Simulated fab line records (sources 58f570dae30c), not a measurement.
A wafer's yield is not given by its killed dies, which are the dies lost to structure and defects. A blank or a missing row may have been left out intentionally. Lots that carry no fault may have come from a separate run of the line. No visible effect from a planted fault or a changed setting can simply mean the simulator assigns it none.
Matching of chambers :: flow berkeley-cmos170 :: 4 sister chambers for UCB170_M3_ETCH_17 on rie-diel-01
The step etches BARC in N2/H2. 4 wafers are shown with their chamber, then 7 later ones without.

== WAFERS PAIRED WITH THEIR CHAMBERS ==
wafer: L283.2
chamber: 0
throttle-valve-pct (%): 13.17

wafer: L283.5
chamber: 3
throttle-valve-pct (%): 13.41

wafer: L287.1
chamber: 2
throttle-valve-pct (%): 13.16

wafer: L287.4
chamber: 1
throttle-valve-pct (%): 13.04

== WAFERS WHOSE CHAMBER IS MISSING ==
wafer: L287.6
throttle-valve-pct (%): 13.43

wafer: L288.1
throttle-valve-pct (%): 13.15

wafer: L288.2
throttle-valve-pct (%): 13.03

wafer: L288.5
throttle-valve-pct (%): 13.16

wafer: L290.1
throttle-valve-pct (%): 13.16

wafer: L290.3
throttle-valve-pct (%): 13.16

wafer: L290.4
throttle-valve-pct (%): 13.41

== WHICH CHAMBER EACH WENT THROUGH ==
wafer: L287.6
from the rows above: 3
in truth: 3

wafer: L288.1
from the rows above: can't be placed: 2 or 0
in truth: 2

wafer: L288.2
from the rows above: 1
in truth: 1

wafer: L288.5
from the rows above: can't be placed: 2 or 0
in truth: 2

wafer: L290.1
from the rows above: can't be placed: 2 or 0
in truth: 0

wafer: L290.3
from the rows above: can't be placed: 2 or 0
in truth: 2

wafer: L290.4
from the rows above: 3
in truth: 3
Placed correctly: 3 of 7. Unplaceable from these rows: 4, with the true chamber sitting among the candidates in 4. Wrongly placed: 0.
How it was worked out, from the rows above alone: a wafer's distance from a chamber is the root of the sum, over the readings, of the square of ((its reading less the chamber's mean) divided by the reading's scatter). If the next closest chamber is less than 2 further off than the closest, the wafer can't be placed; otherwise it belongs to the closest. The mean given for a chamber averages the wafers shown for that chamber. The scatter: root of mean squared gap, hidden wafer to nearest shown wafer, with one shown wafer a chamber.
